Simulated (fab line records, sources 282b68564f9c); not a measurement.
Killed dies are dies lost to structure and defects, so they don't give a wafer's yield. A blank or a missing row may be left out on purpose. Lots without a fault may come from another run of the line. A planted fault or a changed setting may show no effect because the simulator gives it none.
A struck lot beside a sound one | flow rit_cmos | 43 steps out of a route of 202
Sound: wafers L848.1, L848.4, L848.6. Struck: wafer L856.4. (L856.1, L856.3 of the same lot were not struck and are left out.) The cause comes at the end.
At each step with rows: each side's tool, then ch and its chambers, then its first start. Under that, the readings that differ: sound wafers | struck wafers | difference of the means | sigmas: that difference in standard deviations of wafers without a fault.
alike: readings whose means differ by less than 2 such deviations, and words and numbers that are the same on both sides. not compared: withheld readings, readings that some wafer has no value for, bounds like >300 that may hide the same value, and numbers for which the record gives no deviation and whose values overlap.
The two part at a step that has a row with sigmas, a row that says differs or no value, or rows on one side only. Numbers that don't overlap but have no deviation are shown without sigmas and don't part them. A reading that every wafer of one side lacks parts them only if that side has two wafers or more.

first, 2 steps without rows for these wafers: RIT_PSD_IMPLANT_08; RIT_PSD_STRIP_09 (strips in O2, time 180 s).
RIT_PSD_TW_MEAS_10:
  sound on film_metro-03, day 3 04:57; struck on film_metro-02, day 5 00:07
  reading | sound          | struck | difference | sigmas
  PSD_TW  | 3401 3365 3387 | 3457   | +73        | +2
then, 3 steps without rows for these wafers: RIT_SDANNEAL_CLEAN_00 (cleans in SC1, time 600 s); RIT_SDANNEAL_CLEAN_01 (cleans in dHF, time 30 s); RIT_SDANNEAL_CLEAN_02 (cleans in SC2, time 600 s).
RIT_SDANNEAL_RTA_03: time 5 s.
  sound on rtp_anneal-02 ch 0, day 3 05:23; struck on rtp_anneal-02 ch 0, day 5 00:35
  alike: anneal_temp_c_max, wafer_temp_C_max
RIT_SDANNEAL_RS_MEAS_04: measures by four-point-probe.
  sound on film_metro-01, day 3 05:26; struck on film_metro-01, day 5 00:38
  alike: PSD_RS
RIT_SDANNEAL_RS_MEAS_05: measures by four-point-probe.
  sound on film_metro-01, day 3 05:34; struck on film_metro-01, day 5 00:46
  reading         | sound             | struck | difference | sigmas
  NSD_RS (ohm/sq) | 84.67 84.73 84.54 | 84.16  | -0.49      | -2
RIT_SDANNEAL_RS_MEAS_06: measures by four-point-probe.
  sound on film_metro-01, day 3 05:41; struck on film_metro-01, day 5 00:53
  alike: PLDD_RS
RIT_SDANNEAL_RS_MEAS_07: measures by four-point-probe.
  sound on film_metro-01, day 3 05:48; struck on film_metro-01, day 5 01:00
  reading          | sound             | struck | difference | sigmas
  NLDD_RS (ohm/sq) | 150.5 150.6 150.4 | 151.9  | +1.4       | +3
then, 1 step without rows for these wafers: RIT_SILICIDE_WET_ETCH_00 (etches SiO2 in BOE, target depth 14 nm, time 15 s).
RIT_SILICIDE_SPUTTER_01: material Ti, target thk 30 nm, time 240 s.
  sound on pvd_sputter-01, day 3 05:56; struck on pvd_sputter-04, day 5 01:08
  alike: substrate_temp_c, throttle_valve_pct
RIT_SILICIDE_RS_MEAS_02: measures by four-point-probe.
  sound on film_metro-04, day 3 06:05; struck on film_metro-04, day 5 01:17
  reading                 | sound          | struck | difference | sigmas
  SILICIDE_TI_RS (ohm/sq) | 48.1 48.5 48.5 | 46.7   | -1.7       | -3
RIT_SILICIDE_THK_MEAS_03: measures by xrf.
  sound on film_metro-04, day 3 06:12; struck on film_metro-04, day 5 01:24
  reading              | sound          | struck | difference | sigmas
  SILICIDE_TI_THK (nm) | 30.2 29.9 30.0 | 30.8   | +0.8       | +2
then, 2 steps without rows for these wafers: RIT_SILICIDE_RTA_04 (time 10 s, ramp up 5 s, ramp down 5 s); RIT_SILICIDE_WET_ETCH_05 (etches Ti in SPM, time 120 s).
RIT_SILICIDE_RTA_06: time 10 s, ramp up 5 s, ramp down 10 s.
  sound on rtp_anneal-02 ch 0, day 3 06:22; struck on rtp_anneal-02 ch 0, day 5 01:34
  reading          | sound             | struck | difference | sigmas
  wafer_temp_C_max | 756.3 755.0 758.6 | 754.3  | -2.3       | -2
  alike: anneal_temp_c_max
RIT_CONTACT_CVD_00: deposits SiO2 from TEOS, target thk 400 nm, time 61 s.
  sound on pecvd-01 ch 0,2, day 3 06:26; struck on pecvd-02 ch 1, day 5 01:38
  alike: heater_power_w
RIT_CONTACT_THK_MEAS_01:
  sound on film_metro-01, day 3 06:29; struck on film_metro-01, day 5 01:41
  reading               | sound       | struck | difference | sigmas
  CONTACT_TEOS_THK (nm) | 391 399 397 | 407    | +11        | +2
then, 6 steps without rows for these wafers: RIT_CONTACT_HMDS_02 (prime time 60 s); RIT_CONTACT_COAT_03 (resist thk 1000 nm); RIT_CONTACT_SOFTBAKE_04 (time 60 s); RIT_CONTACT_EXPOSE_05 (exposes mask M11, target cd 1000 nm); RIT_CONTACT_PEB_06; RIT_CONTACT_DEVELOP_07 (develop time 120 s).
RIT_CONTACT_CD_MEAS_08: target cd 1000 nm.
  sound on cd_sem-01, day 3 07:38; struck on cd_sem-02, day 5 02:43
  alike: cd_nm
RIT_CONTACT_OVL_MEAS_09:
  sound on overlay-02, day 3 07:46; struck on overlay-02, day 5 02:50
  alike: CONTACT_OVL
then, 2 steps without rows for these wafers: RIT_CONTACT_HARDBAKE_10 (time 60 s); RIT_CONTACT_ETCH_11 (etches SiO2 in CHF3/CF4/Ar, stops on TiSi2, target depth 480 nm, time 320 s).
RIT_CONTACT_STRIP_12: strips in O2, time 180 s.
  sound on plasma_asher-04 ch 0,1, day 3 08:08; struck on plasma_asher-04 ch 0, day 5 03:13
  alike: drypump_motor_current_A
  not compared: rf_hours_counter_h
RIT_CONTACT_CD_MEAS_90: target cd 1000 nm.
  sound on cd_sem-01, day 3 08:19; struck on cd_sem-01, day 5 03:23
  alike: cd_nm
then, 2 steps without rows for these wafers: RIT_CONTACT_CLEAN_13 (cleans in SC1, time 600 s); RIT_CONTACT_CLEAN_14 (cleans in SC2, time 600 s).
RIT_M1_SPUTTER_00: material Al, target thk 400 nm, time 500 s.
  sound on pvd_sputter-02, day 3 08:48; struck on pvd_sputter-03, day 5 03:53
  alike: substrate_temp_c, throttle_valve_pct
RIT_M1_RS_MEAS_01: measures by four-point-probe.
  sound on film_metro-01, day 3 09:06; struck on film_metro-03, day 5 04:10
  alike: M1_AL_RS
RIT_M1_THK_MEAS_02: measures by xrf.
  sound on film_metro-01, day 3 09:13; struck on film_metro-03, day 5 04:17
  reading        | sound       | struck | difference | sigmas
  M1_AL_THK (nm) | 402 398 402 | 392    | -9         | -2
then, 5 steps without rows for these wafers: RIT_M1_HMDS_03 (prime time 60 s); RIT_M1_COAT_04 (resist thk 1300 nm); RIT_M1_SOFTBAKE_05 (time 60 s); RIT_M1_EXPOSE_06 (exposes mask M12, target cd 2600 nm); RIT_M1_PEB_07.
RIT_M1_PROBE_99:
  sound on prober-02, day 3 13:41; struck on prober-02, day 5 10:11
  reading             | sound   | struck | difference | sigmas
  killed_at_front_end | 1 10 13 | 17     | +9         | +3
  killed_dies         | 1 10 13 | 17     | +9         | +3
  alike: killed_at_contacts, killed_open, killed_short

WHERE THEY PART
First at RIT_PSD_TW_MEAS_10; last, within this record, at RIT_M1_PROBE_99.

WHY: what the simulator had put in
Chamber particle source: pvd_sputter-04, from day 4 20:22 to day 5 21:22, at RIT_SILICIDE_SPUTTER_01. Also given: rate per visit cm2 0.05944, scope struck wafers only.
